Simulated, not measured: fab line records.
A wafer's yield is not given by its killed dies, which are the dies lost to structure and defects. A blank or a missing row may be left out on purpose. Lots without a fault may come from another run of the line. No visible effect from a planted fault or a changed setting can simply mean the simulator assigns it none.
Which tool is to blame? :: flow berkeleyCmos170 :: 15 lots with 45 wafers sampled at 2 steps, on a route of 331 steps

## WHAT THE GAUGES SHOWED, per wafer
UCB170_M3_CD_MEAS_15: target cd 700 nm. Usual: cdNm 700.2 nm, standard deviation 1.6.
lot: L909
measured: day 8 19:18
on: cdSem-02
cdNm (nm): 697.9 699.5 698.8
flag: 

lot: L911
measured: day 9 08:37
on: cdSem-02
cdNm (nm): 698.0 698.5 700.6
flag: 

lot: L910
measured: day 9 10:44
on: cdSem-01
cdNm (nm): 700.8 700.0 701.0
flag: 

lot: L912
measured: day 9 17:23
on: cdSem-02
cdNm (nm): 701.3 700.4 699.9
flag: 

lot: L913
measured: day 9 19:45
on: cdSem-02
cdNm (nm): 699.8 701.2 699.8
flag: 

lot: L915
measured: day 10 16:11
on: cdSem-02
cdNm (nm): 701.4 703.2 702.7
flag: 

lot: L916
measured: day 10 20:09
on: cdSem-02
cdNm (nm): 703.1 701.6 701.2
flag: 

lot: L923
measured: day 11 12:56
on: cdSem-02
cdNm (nm): 698.5 699.5 698.5
flag: 

lot: L917
measured: day 11 19:04
on: cdSem-01
cdNm (nm): 699.5 699.8 699.0
flag: 

lot: L919
measured: day 11 20:14
on: cdSem-01
cdNm (nm): 697.8 698.2 698.3
flag: 

lot: L918
measured: day 11 21:20
on: cdSem-02
cdNm (nm): 702.1 700.9 699.7
flag: 

lot: L927
measured: day 12 14:11
on: cdSem-01
cdNm (nm): 690.9 692.2 690.1 690.5 691.8 690.0
flag: OFF

lot: L925
measured: day 12 14:18
on: cdSem-01
cdNm (nm): 693.8 692.2 694.4 694.0 692.1 694.1
flag: OFF

lot: L932
measured: day 13 13:08
on: cdSem-02
cdNm (nm): 700.9 700.7 701.4
flag: 

lot: L930
measured: day 13 13:29
on: cdSem-01
cdNm (nm): 694.9 693.6 694.3 695.2 693.4 693.9
flag: OFF

## WHAT TOOL EACH LOT RAN ON (gives the tool, then ch and the chambers of the sampled wafers, and finally the start)
lot: L909
UCB170_M3_EXPOSE_12: krfScanner-02 ch 0, day 8 18:32

lot: L911
UCB170_M3_EXPOSE_12: krfScanner-01 ch 0, day 9 07:07

lot: L910
UCB170_M3_EXPOSE_12: krfScanner-01 ch 0, day 9 10:20

lot: L912
UCB170_M3_EXPOSE_12: krfScanner-02 ch 0, day 9 16:59

lot: L913
UCB170_M3_EXPOSE_12: krfScanner-02 ch 0, day 9 19:22

lot: L915
UCB170_M3_EXPOSE_12: krfScanner-02 ch 0, day 10 15:41

lot: L916
UCB170_M3_EXPOSE_12: krfScanner-02 ch 0, day 10 19:21

lot: L923
UCB170_M3_EXPOSE_12: krfScanner-02 ch 0, day 11 11:29

lot: L917
UCB170_M3_EXPOSE_12: krfScanner-02 ch 0, day 11 18:10

lot: L919
UCB170_M3_EXPOSE_12: krfScanner-02 ch 0, day 11 19:17

lot: L918
UCB170_M3_EXPOSE_12: krfScanner-02 ch 0, day 11 20:38

lot: L927
UCB170_M3_EXPOSE_12: krfScanner-01 ch 0, day 12 13:41

lot: L925
UCB170_M3_EXPOSE_12: krfScanner-01 ch 0, day 12 13:48

lot: L932
UCB170_M3_EXPOSE_12: krfScanner-02 ch 0, day 13 12:28

lot: L930
UCB170_M3_EXPOSE_12: krfScanner-01 ch 0, day 13 13:05
- UCB170_M3_EXPOSE_12: exposes mask METAL3, target cd 700 nm.

## WHAT THE TOOLS THEMSELVES READ (means of the sampled wafers that have a number; where no wafer has one, the mark that the record gives instead)
UCB170_M3_EXPOSE_12. Usual: exposureDoseMJCm2 26.14, standard deviation 0.2.
lot: L909
tool: krfScanner-02
exposureDoseMJCm2: 26.02
flag: 

lot: L911
tool: krfScanner-01
exposureDoseMJCm2: 26.42
flag: 

lot: L910
tool: krfScanner-01
exposureDoseMJCm2: 26.39
flag: 

lot: L912
tool: krfScanner-02
exposureDoseMJCm2: 25.97
flag: 

lot: L913
tool: krfScanner-02
exposureDoseMJCm2: 25.99
flag: 

lot: L915
tool: krfScanner-02
exposureDoseMJCm2: 25.96
flag: 

lot: L916
tool: krfScanner-02
exposureDoseMJCm2: 26.05
flag: 

lot: L923
tool: krfScanner-02
exposureDoseMJCm2: 25.96
flag: 

lot: L917
tool: krfScanner-02
exposureDoseMJCm2: 25.96
flag: 

lot: L919
tool: krfScanner-02
exposureDoseMJCm2: 26.00
flag: 

lot: L918
tool: krfScanner-02
exposureDoseMJCm2: 25.98
flag: 

lot: L927
tool: krfScanner-01
exposureDoseMJCm2: 27.66
flag: OFF

lot: L925
tool: krfScanner-01
exposureDoseMJCm2: 27.61
flag: OFF

lot: L932
tool: krfScanner-02
exposureDoseMJCm2: 25.96
flag: 

lot: L930
tool: krfScanner-01
exposureDoseMJCm2: 27.17
flag: OFF

## THE ANSWER, worked out from the rows above alone
Rule: a lot is off if the mean of its wafers that have a number lies more than 3 standard deviations from the usual mean. A lot without any number at a reading at which 4 lots or more have one is off too. All remaining lots with rows at the step are treated as sound. After the gauges, taken in route order, come the tools' own readings; for these a lot's mean is taken, as printed above. The first step at which some lot is off is used, and at that step the reading that is off furthest; a lot without a number counts as furthest.
Off: L927, L925, L930 (UCB170_M3_CD_MEAS_15, cdNm).
A tool fits if, at a process step before that reading, it ran every lot that is off, and no sound lot after the first of them. Not tried: the gauges at UCB170_M3_CD_MEAS_15; whatever is off there is also off at UCB170_M3_EXPOSE_12, on other tools, and gauge error can't account for it. One fits: UCB170_M3_EXPOSE_12 on krfScanner-01. Its last sound lot is L910 (day 9 10:20), its first lot that is off L927 (day 12 13:41): a fault that began between those two fits.
The tool's own readings at UCB170_M3_EXPOSE_12 bear it out: on the lots that are off they differ by more than 5 times the standard deviation of the sound lots' means. exposureDoseMJCm2 reads 27.48 there against 26.05 on the sound lots.

## WHAT THE SIMULATOR HAD PUT IN
Process parameters drifting: krfScanner-01 at UCB170_M3_EXPOSE_12, beginning at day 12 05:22. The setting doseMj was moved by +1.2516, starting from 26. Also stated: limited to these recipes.
Struck lots among those shown: L927, L925, L930. The rule above found the same.
